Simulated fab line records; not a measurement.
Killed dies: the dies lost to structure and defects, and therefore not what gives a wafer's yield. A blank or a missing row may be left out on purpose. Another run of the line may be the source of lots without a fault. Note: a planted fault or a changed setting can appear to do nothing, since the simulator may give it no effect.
Which tool did it? :: flow rit cmos :: 21 wafers sampled from 7 lots at 1 step of a route of 202

== WHAT EACH GAUGE READ, for each wafer ==
RIT_ACTIVE_THK_MEAS_02.
lot: L808
measured: day 1 17:04
on: film metro-04
ACTIVE_OXIDE_THK (nm): 46.1 45.8 45.8

lot: L810
measured: day 2 03:03
on: film metro-04
ACTIVE_OXIDE_THK (nm): 45.8 47.3 46.9

lot: L812
measured: day 2 13:03
on: film metro-04
ACTIVE_OXIDE_THK (nm): 47.9 48.0 47.4

lot: L814
measured: day 2 23:04
on: film metro-01
ACTIVE_OXIDE_THK (nm): 46.5 46.7 46.9

lot: L821
measured: day 4 10:03
on: film metro-03
ACTIVE_OXIDE_THK (nm): 45.9 46.9 46.4

lot: L823
measured: day 4 20:05
on: film metro-01
ACTIVE_OXIDE_THK (nm): 44.7 44.3 45.2

lot: L829
measured: day 6 02:03
on: film metro-01
ACTIVE_OXIDE_THK (nm): 46.9 46.2 46.7

== WHAT TOOL EACH LOT RAN ON (gives the tool, then ch and the chambers of the sampled wafers, and finally the start) ==
No process step before these readings appears in the record.

== THE ANSWER, worked out from the rows above alone ==
Rule: usual is defined by the lots themselves. The widest of any qualifying gaps counts: lots, ordered by their means at a reading, are off when they make up no more than a third of the lots, leave a main group of 4 or more, and stand apart from it by 3 or more times the standard deviation of that group's means. If all means in a main group match to the digits the tables above print for the reading, that group is not used. A lot without any number at a reading at which 4 lots or more have one is off too. All remaining lots with rows at the step are treated as sound.
Nothing can be told from this: no lot is off at any reading shown.

== WHAT THE SIMULATOR HAD PUT IN ==
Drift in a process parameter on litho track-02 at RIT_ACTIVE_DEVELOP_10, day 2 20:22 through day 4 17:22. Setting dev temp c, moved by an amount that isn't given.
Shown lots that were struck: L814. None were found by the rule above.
